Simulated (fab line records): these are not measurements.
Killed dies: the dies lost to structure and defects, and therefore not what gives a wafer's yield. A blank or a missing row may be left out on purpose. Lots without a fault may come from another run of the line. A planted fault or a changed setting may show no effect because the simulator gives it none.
A lot that was struck, set against a sound lot / flow rit-cmos / 14 steps out of a route of 202
Sound: these wafers, L576.2, L576.3, L576.4. Struck: wafers L571.2, L571.4, L571.5. At the end, the cause is stated.
For every step that has rows: the tool of each side, followed by ch and its chambers, followed by its first start. Under that, the readings that differ: sound wafers / struck wafers / difference of the means / sigmas: that difference in standard deviations of wafers without a fault.
alike: same words and numbers on both sides, and readings whose means sit less than 2 such deviations apart. not compared: any withheld reading, any reading some wafer has no value for, any bound like >300 that may hide the same value, and any number with overlapping values for which the record gives no deviation.
Wherever a step has rows on one side only, a row that says differs or no value, or a row with sigmas, the two part there. Numbers that don't overlap but have no deviation are shown without sigmas and don't part them. A reading missing from all wafers of one side parts the sides only when that side holds two or more wafers.

first, 4 steps without rows for these wafers: RIT_NSD_SOFTBAKE_02 (time 60 s); RIT_NSD_EXPOSE_03 (exposes mask M9, target cd 40700 nm); RIT_NSD_PEB_04; RIT_NSD_DEVELOP_05 (develop time 50 s).
RIT_NSD_OVL_MEAS_06:
  sound on overlay-01 at day 6 12:42; struck on overlay-01 at day 5 13:17
  alike: NSD_OVL
then, 2 steps without rows for these wafers: RIT_NSD_HARDBAKE_07 (time 60 s); RIT_NSD_IMPLANT_08.
RIT_NSD_STRIP_09: strips in O2, time 180 s.
  sound on plasma-asher-01 ch 0,1, day 6 13:02; struck on plasma-asher-01 ch 0,1, day 5 13:37
  alike: drypump-motor-current-A
  not compared: rf-hours-counter-h
RIT_NSD_TW_MEAS_10:
  sound on film-metro-04 at day 6 13:13; struck on film-metro-04 at day 5 13:49
  alike: NSD_TW
then, 3 steps without rows for these wafers: RIT_PSD_HMDS_00 (prime time 60 s); RIT_PSD_COAT_01 (resist thk 1000 nm); RIT_PSD_SOFTBAKE_02 (time 60 s).
RIT_PSD_EXPOSE_03: exposes mask M10, target cd 40900 nm.
  struck on iline-stepper-02, day 5 14:27; sound on iline-stepper-02 ch 0, day 6 13:44
  no value came back on the struck wafers for exposure-dose-mJ-cm2, focus-offset-nm (nm); on the sound wafers exposure-dose-mJ-cm2 reads 250.20 250.15 250.31
  alike: mask
following that, these wafers have no rows for 1 step: RIT_PSD_PEB_04.

## WHERE THEY PART
Within this record, at RIT_PSD_EXPOSE_03 only.

WHY: the cause the simulator had injected
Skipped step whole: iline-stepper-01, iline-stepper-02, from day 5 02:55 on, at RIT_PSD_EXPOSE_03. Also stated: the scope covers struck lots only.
